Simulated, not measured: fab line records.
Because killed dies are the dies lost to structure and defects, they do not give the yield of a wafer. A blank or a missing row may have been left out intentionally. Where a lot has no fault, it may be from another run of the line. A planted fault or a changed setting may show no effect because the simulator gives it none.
Chamber matching	flow berkeley_cmos170	4 sister chambers for UCB170_V1_CMP_02 on cmp-01
The step polishes SiO2. 8 wafers are shown with their chamber, then 8 later ones without.

WAFERS, EACH WITH ITS CHAMBER
wafer	chamber	motor_current_A (A)
L451.1	1	17.3
L451.5	2	15.7
L453.2	0	15.5
L453.6	3	12.9
L456.1	3	14.5
L456.2	2	16.8
L456.3	0	15.7
L458.3	1	17.5

WAFERS WHOSE CHAMBER IS MISSING
wafer	motor_current_A (A)
L458.5	16.1
L458.6	17.0
L461.1	15.6
L461.3	15.3
L461.6	15.4
L463.1	16.6
L463.4	14.3
L463.6	14.5

WHICH CHAMBER EACH WENT THROUGH
wafer	from the rows above	in truth
L458.5	can't be placed: 2 or 0 or 1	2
L458.6	can't be placed: 1 or 2 or 0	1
L461.1	can't be placed: 0 or 2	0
L461.3	can't be placed: 0 or 2 or 3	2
L461.6	can't be placed: 0 or 2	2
L463.1	can't be placed: 2 or 1 or 0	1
L463.4	can't be placed: 3 or 0 or 2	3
L463.6	can't be placed: 3 or 0 or 2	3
Placed correctly: 0 of 8. Cannot be placed on the basis of these rows: 8; the candidates contain the true chamber in 8. 0 placed wrongly.
How it was worked out, from the rows above alone: a wafer's distance from a chamber is the root of the sum, over the readings, of the square of ((its reading less the chamber's mean) divided by the reading's scatter). If the next closest chamber is less than 2 further off than the closest, the wafer can't be placed; otherwise it belongs to the closest. For every chamber, the mean is computed from those of its wafers that are shown. The scatter: take each reading less its chamber's mean, square it, sum over the shown wafers, divide by the number of wafers less the number of chambers, and take the root.
